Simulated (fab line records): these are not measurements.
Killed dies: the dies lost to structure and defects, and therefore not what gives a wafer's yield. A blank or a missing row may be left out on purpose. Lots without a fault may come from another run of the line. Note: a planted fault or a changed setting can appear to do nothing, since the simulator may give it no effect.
fab line records    flow rit_cmos
record lots=13  wafers=39  last_day=7
route steps=202 shown PSD@150 M1@202
lots with no fault: from the same line, run without faults
start_h: start of the lot's first displayed wafer, in hours after the record's first day    wait_h: how many hours have passed since the lot's step before this one    " identical to the entry in the row above    L1.1+2: a single row standing in for several wafers    - no value present, or no start provided    * or withheld: withheld    < > ~ a bound
route shown NAME@n: a module of which the file shows steps, and the number in the route of the first    usual: mean/standard deviation of fault-free wafers    same: alike in all rows    chamber/n: place in a boat    sites: readings site by site    _std_site: standard deviation across them    _edge_site: the outer-site mean with the inner-site mean subtracted    radius_mm: for every site, how far away it sits from the centre of the wafer    mask NAME#n: copy n    behind: tool/chamber where the wafer was last shaped    hold: reason for holding the lot/hours on hold/outcome of the hold    device: which transistor (n, p or np) failed to switch    end of line: tests run on the same wafers once the route is complete    step lacking rows: just its recipe    killed: at the first sort, the dies lost to defects and structure; wafer yield is something else    map: the dies of a wafer, with x for killed, . for not killed, _ for no die there
set.NAME: the setting as run; set.NAME@STEP: as run at that earlier step    model.NAME: the simulator's own value behind a step, which no gauge read
one table for each step of the route and one row for each wafer, over a sample of lots
services: from which hour (start_h, from the record's first day; less than 0 if before it) a tool's chamber was out of use, for how many hours, and why
## steps
# step RIT_PSD_IMPLANT_08
# recipe species=BF2  energy_kev=27  dose_cm2=5e+15  tilt_deg=7
# usual dose_ions_cm2=5e+15/5.1e+12  tilt_deg=6.999/0.018
lot.wafer  tool          chamber  start_h  wait_h  dose_ions_cm2  tilt_deg
L792.2     implanter-02  0        49.40    0.1     4.999e+15      6.959
L792.3     "             0        "        "       5.002e+15      6.963
L792.5     "             0        "        "       5.004e+15      6.993
L793.3     implanter-01  0        54.20    0.1     4.999e+15      7.022
L793.5     "             0        "        "       5.005e+15      6.975
L793.6     "             0        "        "       5.004e+15      7.009
L794.2     implanter-03  0        59.28    0.1     5.01e+15       7.025
L794.5     "             0        "        "       5.008e+15      7.035
L794.6     "             0        "        "       5.018e+15      7.000
L795.1     implanter-03  0        62.62    0.1     4.994e+15      7.001
L795.4     "             0        "        "       4.997e+15      7.013
L795.6     "             0        "        "       5.001e+15      7.014
L796.1     implanter-01  0        68.62    0.1     4.995e+15      7.007
L796.4     "             0        "        "       4.996e+15      7.027
L796.6     "             0        "        "       4.994e+15      7.012
L797.2     implanter-01  0        73.94    0.1     4.995e+15      6.989
L797.4     "             0        "        "       4.991e+15      6.965
L797.6     "             0        "        "       5.003e+15      6.983
L798.3     implanter-02  0        78.68    0.1     4.998e+15      6.994
L798.4     "             0        "        "       4.997e+15      6.992
L798.6     "             0        "        "       5.003e+15      7.000
L802.1     implanter-02  0        98.66    0.1     5.005e+15      8.752
L802.5     "             0        "        "       5.011e+15      8.767
L802.6     "             0        "        "       5.007e+15      8.751
L804.2     implanter-02  0        110.81   0.1     4.997e+15      8.754
L804.3     "             0        "        "       4.998e+15      8.716
L804.4     "             0        "        "       4.997e+15      8.734
L808.2     implanter-03  0        128.20   0.1     5.001e+15      7.007
L808.3     "             0        "        "       4.991e+15      7.026
L808.4     "             0        "        "       5.001e+15      7.010
L810.3     implanter-03  0        140.16   0.1     4.995e+15      7.012
L810.4     "             0        "        "       4.995e+15      6.985
L810.5     "             0        "        "       5.002e+15      7.000
L812.2     implanter-01  0        149.07   0.1     4.995e+15      7.030
L812.3     "             0        "        "       5.001e+15      6.995
L812.6     "             0        "        "       5.001e+15      7.020
L815.1     implanter-01  0        165.33   0.1     5.003e+15      6.976
L815.2     "             0        "        "       5.001e+15      6.994
L815.4     "             0        "        "       5.002e+15      7.008
# step RIT_SDANNEAL_RS_MEAS_04
# recipe thk_meas_gauge=four-point-probe
# usual PSD_RS=115.9/0.33
lot.wafer  tool           chamber  start_h  wait_h  PSD_RS[ohm/sq]
L792.2     film_metro-01  -        50.24    0.1     115.9
L792.3     "              -        "        "       116.1
L792.5     "              -        "        "       115.9
L793.3     film_metro-01  -        55.05    0.1     115.8
L793.5     "              -        "        "       115.8
L793.6     "              -        "        "       116.0
L794.2     film_metro-03  -        60.12    0.1     115.7
L794.5     "              -        "        "       116.4
L794.6     "              -        "        "       115.9
L795.1     film_metro-03  -        63.46    0.0     116.4
L795.4     "              -        "        "       116.3
L795.6     "              -        "        "       116.5
L796.1     film_metro-03  -        69.43    0.0     115.5
L796.4     "              -        "        "       115.7
L796.6     "              -        "        "       115.6
L797.2     film_metro-03  -        74.77    0.1     116.5
L797.4     "              -        "        "       115.9
L797.6     "              -        "        "       116.4
L798.3     film_metro-03  -        79.51    0.1     115.9
L798.4     "              -        "        "       115.9
L798.6     "              -        "        "       115.9
L802.1     film_metro-02  -        99.48    0.0     -
L802.5     "              -        "        "       -
L802.6     "              -        "        "       -
L804.2     film_metro-03  -        111.62   0.1     -
L804.3     "              -        "        "       -
L804.4     "              -        "        "       -
L808.2     film_metro-02  -        129.04   0.1     115.7
L808.3     "              -        "        "       115.5
L808.4     "              -        "        "       115.9
L810.3     film_metro-01  -        140.99   0.1     116.3
L810.4     "              -        "        "       116.8
L810.5     "              -        "        "       116.5
L812.2     film_metro-02  -        149.87   0.1     115.6
L812.3     "              -        "        "       116.1
L812.6     "              -        "        "       116.1
L815.1     film_metro-03  -        166.14   0.0     115.3
L815.2     "              -        "        "       115.6
L815.4     "              -        "        "       115.3
# step RIT_M1_PROBE_99
# usual killed_at_contacts=0.1/0.29  killed_at_front_end=6.3/2.8  killed_dies=6.4/2.8  killed_open=3.3/1.7  killed_short=3.1/1.9
# same gross_dies=264  killed_at_M0_to_M3=0  killed_at_M4_up=0  killed_at_back_side=0  killed_at_other=0
lot.wafer  tool       chamber  start_h  wait_h  killed_at_contacts  killed_at_front_end  killed_dies  killed_open  killed_short
L810.3     prober-01  -        148.48   0.2     0                   2                    2            1            1
L810.4     prober-01  -        148.53   0.2     0                   4                    4            1            3
L810.5     prober-01  -        148.58   0.2     0                   6                    6            3            3
# killed by level:class
L810.3 FOX1:geometric_particle:open=1 SPACER:geometric_particle:short=1
L810.4 GATE:geometric_particle:short=2 FOX2:geometric_particle:short=1 GATE:geometric_particle:open=1
L810.5 GATE:geometric_particle:open=2 FOX2:geometric_particle:open=1 FOX2:geometric_particle:short=1 GATE:geometric_particle:short=1 REOX:geometric_particle:short=1
## services
tool          chamber  start_h  hours  kind
implanter-02  -        56.59    8.4    repair
implanter-03  -        63.28    2.1    repair
implanter-02  -        76.25    2.2    repair
implanter-02  -        100.83   1.0    repair
implanter-01  -        106.97   2.5    repair
implanter-03  -        138.30   1.4    repair
## key
first_sign step=RIT_PSD_IMPLANT_08  reading=tilt_deg  direction=up  sigmas=95  usual=6.999  struck=8.746
effect step=RIT_SDANNEAL_RS_MEAS_04  reading=PSD_RS  direction=missing
met_at RIT_PSD_IMPLANT_08
struck_lots L802,L804
tester_left_out L802,L804
onset_between 78.68 98.66
fault kind=process_parameter_drift  tool=implanter-02  chamber=-  onset_h=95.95  steps=RIT_PSD_IMPLANT_08  channel=tilt_deg  offset=1.7327  shape=step  end_h=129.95  acts_in=these_recipes_only  stated=7
# tester_left_out: of these lots the tester's yield and bins aren't shown, on N5 and GAA mostly nor the transistor test; their killed dies are dies lost to structure and defects alone, not to doping, threshold or leakage, so they don't give the yield
